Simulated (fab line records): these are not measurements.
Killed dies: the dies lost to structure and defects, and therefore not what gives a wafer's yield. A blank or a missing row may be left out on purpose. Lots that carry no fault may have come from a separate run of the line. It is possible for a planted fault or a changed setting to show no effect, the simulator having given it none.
Chamber matching + flow berkeley_cmos170 + 4 sister chambers for UCB170_GATE_ETCH_15 on rie_si-02
The step etches poly-Si in HBr/Cl2, stops on SiO2, time 56.3 s, target depth 278.2 nm. 4 wafers are shown with their chamber, then 7 later ones without.

EACH WAFER AND ITS CHAMBER
| wafer  | chamber | throttle_valve_pct (%) |
|--------|---------|------------------------|
| L710.2 | 2       | 26.74                  |
| L713.5 | 0       | 26.30                  |
| L712.1 | 3       | 26.44                  |
| L712.4 | 1       | 26.67                  |

WAFERS WITH NO CHAMBER GIVEN
| wafer  | throttle_valve_pct (%) |
|--------|------------------------|
| L712.6 | 26.76                  |
| L727.1 | 26.77                  |
| L727.2 | 26.43                  |
| L727.5 | 26.46                  |
| L729.3 | 26.45                  |
| L729.4 | 26.77                  |
| L729.5 | 26.30                  |

WHICH CHAMBER EACH WENT THROUGH
| wafer  | from the rows above | in truth |
|--------|---------------------|----------|
| L712.6 | 2                   | 2        |
| L727.1 | 2                   | 2        |
| L727.2 | 3                   | 3        |
| L727.5 | 3                   | 3        |
| L729.3 | 3                   | 3        |
| L729.4 | 2                   | 2        |
| L729.5 | 0                   | 0        |
Correctly placed: 7 of 7. Number that these rows cannot place: 0. Placed wrongly: 0.
How it was worked out, from the rows above alone: a wafer's distance from a chamber is the root of the sum, over the readings, of the square of ((its reading less the chamber's mean) divided by the reading's scatter). The wafer belongs to the nearest chamber; if the next one is less than 2 further off, it can't be placed. The mean given for a chamber averages the wafers shown for that chamber. The scatter: with one shown wafer a chamber, the root of the mean of the squares of how far each hidden wafer lies from its nearest shown one.
